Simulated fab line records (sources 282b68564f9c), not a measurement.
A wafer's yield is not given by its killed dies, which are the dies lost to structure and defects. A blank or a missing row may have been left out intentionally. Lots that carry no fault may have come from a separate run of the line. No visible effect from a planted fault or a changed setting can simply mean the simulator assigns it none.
Problem report in the 8D (eight disciplines) form, filled by code / flow rit cmos / the parts of the form that need people (team, actions taken, sign-off) are left out

1. THE PROBLEM
Mean of chamber o2 ppm at RIT_SILICIDE_RTA_04: 1502.000 across 6 wafers in 2 lots; on wafers with no fault it is 1.999 (standard deviation 0.022). That is +99 or more standard deviations from the usual mean.
The step: time 10 s, ramp up 5 s, ramp down 5 s.
First seen on wafer L852.2, day 7 03:56, on rtp anneal-01. The record has a number at this step for 42 wafers belonging to 14 lots. Rule for "out" (also "out of limits"): further than 4 standard deviations from the usual mean. All remaining wafers that have a number are taken as sound.

2. WHAT IT IS, WHAT IT ISN'T
question=which readings at this step; is=chamber o2 ppm; is not=-
question=which lots; is=L852, L854; is not=L833, L834, L835, L836, L837, L838, L839, L840, L842, L844, L845, L846
question=which wafers of those lots; is=all that have a number; is not=-
question=read on which tools; is=rtp anneal-01; is not=rtp anneal-02
question=when; is=from day 7 03:56; is not=up to then (36 sound wafers)

3. WHAT RULES OUT EACH SUSPECT
Counting: a tool at a process step up to the reading stays a suspect if it ran every lot that is out and no sound lot after the first of them.
- plasma asher-01 at RIT_NWELL_STRIP_09 (strips in O2, time 180 s): kept. It ran every lot that is out, first L852 (day 5 20:19), and no sound lot after that; its last sound lot up to then is L845 (day 4 10:25).
- rtp anneal-01 at RIT_SILICIDE_RTA_04 (time 10 s, ramp up 5 s, ramp down 5 s): kept. It ran every lot that is out, first L852 (day 7 03:56), and no sound lot after that; its last sound lot up to then is L846 (day 6 00:27). Its own readings are out on those wafers: chamber o2 ppm.
The count leaves rtp anneal-01 at RIT_SILICIDE_RTA_04 and plasma asher-01 at RIT_NWELL_STRIP_09.

4. THE CAUSE (what the simulator had put in)
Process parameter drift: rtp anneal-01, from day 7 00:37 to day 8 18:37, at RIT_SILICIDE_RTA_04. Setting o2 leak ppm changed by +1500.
This tool is one of the 2 suspects left after counting.

5. SEQUENCE OF EFFECTS, ordered by route
Rows list readings where the struck wafers' mean (over those with a number) sits beyond 3 standard deviations from the usual. Readings are gone through only where the record gives a usual standard deviation; hours: the median, over the lots, of the time from a lot's start at the first step in this table giving one to that lot's start at this step; sigmas: the change measured in usual standard deviations.
hours=0; step=RIT_SILICIDE_RTA_04; reading=chamber o2 ppm; usual=1.999; on struck wafers=1502.000; change=+1500.001; sigmas=+99 or more
The process steps in it:
- RIT_SILICIDE_RTA_04: time 10 s, ramp up 5 s, ramp down 5 s.

6. HOW IT WOULD HAVE BEEN CAUGHT EARLIER
In this record the first reading out of limits was taken at day 7 03:56, 3 hours after the fault began at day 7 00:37.
